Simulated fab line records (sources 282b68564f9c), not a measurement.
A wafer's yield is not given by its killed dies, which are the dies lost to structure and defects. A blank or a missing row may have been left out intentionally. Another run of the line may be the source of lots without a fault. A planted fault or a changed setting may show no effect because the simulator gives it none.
Which of the tools did it? | flow rit-cmos | at 1 step of a route of 202, 14 lots with 42 wafers sampled

WHAT THE GAUGES READ, wafer by wafer
The record holds no reading of a measuring or inspecting step that can be judged against a usual standard deviation.

TOOL THAT RAN EACH LOT (tool first, then ch and the chambers of the sampled wafers, then the start)
lot  | RIT_PWELL_COAT_01
L116 | litho-track-01 ch 0, day 1 22:10
L117 | litho-track-01 ch 0, day 2 06:28
L118 | litho-track-03 ch 0, day 2 07:44
L119 | litho-track-04 ch 0, day 2 12:19
L120 | litho-track-04 ch 0, day 2 20:26
L121 | litho-track-03 ch 0, day 2 22:44
L122 | litho-track-01 ch 0, day 3 03:15
L123 | litho-track-04 ch 0, day 3 07:59
L124 | litho-track-04 ch 0, day 3 13:22
L125 | litho-track-04 ch 0, day 3 23:17
L131 | litho-track-04 ch 0, day 5 02:45
L134 | litho-track-01 ch 0, day 5 15:46
L135 | litho-track-01 ch 0, day 5 20:34
L138 | litho-track-03 ch 0, day 6 12:47
- RIT_PWELL_COAT_01: resist thk 1300 nm.

AS READ BY THE TOOLS THEMSELVES (means over the sampled wafers that have a number; for cases with no such wafer, the mark the record gives instead)
RIT_PWELL_COAT_01.
lot  | tool           | spin-speed-rpm (rpm)
L116 | litho-track-01 | 1998.0
L117 | litho-track-01 | 2000.7
L118 | litho-track-03 | 1999.7
L119 | litho-track-04 | 1998.9
L120 | litho-track-04 | 2000.6
L121 | litho-track-03 | 2001.0
L122 | litho-track-01 | 2000.4
L123 | litho-track-04 | 2000.8
L124 | litho-track-04 | 1999.7
L125 | litho-track-04 | 1878.3
L131 | litho-track-04 | 1878.0
L134 | litho-track-01 | 2001.6
L135 | litho-track-01 | 1998.4
L138 | litho-track-03 | 2002.2

THE ANSWER, worked out from the rows above alone
Rule: the lots themselves supply what counts as usual. Put in order of their means at a reading, lots are off if they are a third of the lots or fewer, leave a main group of 4 or more, and stand apart from it by a gap of 3 or more times the standard deviation of the main group's means; of several such gaps the widest counts. The tables above print the reading to a certain number of digits; a main group whose means all agree to those digits is not used. Also off: a lot with no number at a reading for which 4 or more lots have one. Any other lot the step has rows for is counted as sound. The gauges are gone through in route order, then the tools' own readings, and for those a lot's mean is taken as printed above. The first step at which some lot is off is used, and at that step the reading that is off furthest; a lot without a number counts as furthest.
Off: L125, L131 (RIT_PWELL_COAT_01, spin-speed-rpm). Mean 2000.2 rpm and standard deviation 1.2 in the main group.
If a tool, at that step or one of the process steps before it, ran each lot that is off and ran no sound lot following the first of them, it fits. One fits: RIT_PWELL_COAT_01 on litho-track-04. A fault onset in the window from L124 (day 3 13:22, its last sound lot) to L125 (day 3 23:17, its first lot off) fits.
The tool's own readings at RIT_PWELL_COAT_01 bear it out: on the lots that are off they differ by more than 5 times the standard deviation of the sound lots' means. spin-speed-rpm reads 1878.2 rpm there against 2000.2 rpm on the sound lots.

WHAT WAS PUT IN BY THE SIMULATOR
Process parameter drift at RIT_PWELL_COAT_01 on litho-track-04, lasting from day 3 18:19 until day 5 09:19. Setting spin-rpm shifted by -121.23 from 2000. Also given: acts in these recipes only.
Shown lots that were struck: L125, L131. This agrees with what the rule above found.
